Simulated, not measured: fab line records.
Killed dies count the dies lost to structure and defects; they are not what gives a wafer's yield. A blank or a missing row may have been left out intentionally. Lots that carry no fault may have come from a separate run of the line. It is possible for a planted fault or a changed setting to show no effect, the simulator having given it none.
Which tool did it? | flow berkeley-cmos170 | 21 wafers from 7 lots sampled at 4 of the route's 331 steps

== WHAT THE GAUGES SHOWED, per wafer ==
UCB170_NSD_TW_MEAS_10.
lot  | measured     | on            | NSD_TW
L200 | day 8 21:02  | film-metro-03 | 4138 4126 4148
L203 | day 9 08:17  | film-metro-04 | 4301 4264 4296
L205 | day 10 05:24 | film-metro-03 | 4178 4166 4154
L206 | day 10 06:12 | film-metro-03 | 4135 4168 4178
L211 | day 11 08:49 | film-metro-03 | 4526 4541 4510 4539 4500 4551
L214 | day 12 00:56 | film-metro-03 | 4160 4159 4164
L220 | day 13 03:45 | film-metro-04 | 4249 4254 4253

== EACH LOT AND THE TOOL THAT RAN IT (in order: tool; ch and the chambers of the sampled wafers; start) ==
lot  | UCB170_GATE_STRIP_16                 | UCB170_NSD_IMPLANT_08           | UCB170_NSD_STRIP_09
L200 | plasma-asher-01 ch 0,1, day 8 07:29  | implanter-04 ch 0, day 8 20:47  | plasma-asher-03 ch 0,1, day 8 20:56
L203 | plasma-asher-03 ch 0,1, day 8 22:26  | implanter-04 ch 0, day 9 08:02  | plasma-asher-04 ch 0,1, day 9 08:11
L205 | plasma-asher-04 ch 0, day 9 15:13    | implanter-02 ch 0, day 10 05:10 | plasma-asher-04 ch 0,1, day 10 05:17
L206 | plasma-asher-04 ch 0,1, day 9 15:56  | implanter-03 ch 0, day 10 05:58 | plasma-asher-03 ch 0,1, day 10 06:05
L211 | plasma-asher-03 ch 0,1, day 10 16:56 | implanter-02 ch 0, day 11 08:34 | plasma-asher-03 ch 0,1, day 11 08:42
L214 | plasma-asher-04 ch 0,1, day 11 07:46 | implanter-03 ch 0, day 12 00:43 | plasma-asher-03 ch 0,1, day 12 00:50
L220 | plasma-asher-01 ch 0, day 12 07:56   | implanter-03 ch 0, day 13 03:31 | plasma-asher-04 ch 0,1, day 13 03:38
- UCB170_GATE_STRIP_16: strips in O2.
- UCB170_NSD_IMPLANT_08
- UCB170_NSD_STRIP_09: strips in O2.

== THE ANSWER, worked out from the rows above alone ==
Rule: what is usual is taken from the lots themselves. Put in order of their means at a reading, lots are off if they are a third of the lots or fewer, leave a main group of 4 or more, and stand apart from it by a gap of 3 or more times the standard deviation of the main group's means; of several such gaps the widest counts. Not used: any main group whose means are identical at the precision the tables above print for the reading. A lot without any number at a reading at which 4 lots or more have one is off too. The other lots that the step has rows for count as sound.
Off: L211, seen at UCB170_NSD_TW_MEAS_10 (NSD_TW). Main group: mean 4194, sd 55.
If a tool, at a process step before that reading, ran all the lots that are off and no sound lot after the first of them, it fits. Gauges at UCB170_NSD_TW_MEAS_10: tried the same way as those tools. Undecided on this evidence; 2 tools fit (plasma-asher-03 at UCB170_GATE_STRIP_16, implanter-02 at UCB170_NSD_IMPLANT_08).

== WHAT WAS PUT IN BY THE SIMULATOR ==
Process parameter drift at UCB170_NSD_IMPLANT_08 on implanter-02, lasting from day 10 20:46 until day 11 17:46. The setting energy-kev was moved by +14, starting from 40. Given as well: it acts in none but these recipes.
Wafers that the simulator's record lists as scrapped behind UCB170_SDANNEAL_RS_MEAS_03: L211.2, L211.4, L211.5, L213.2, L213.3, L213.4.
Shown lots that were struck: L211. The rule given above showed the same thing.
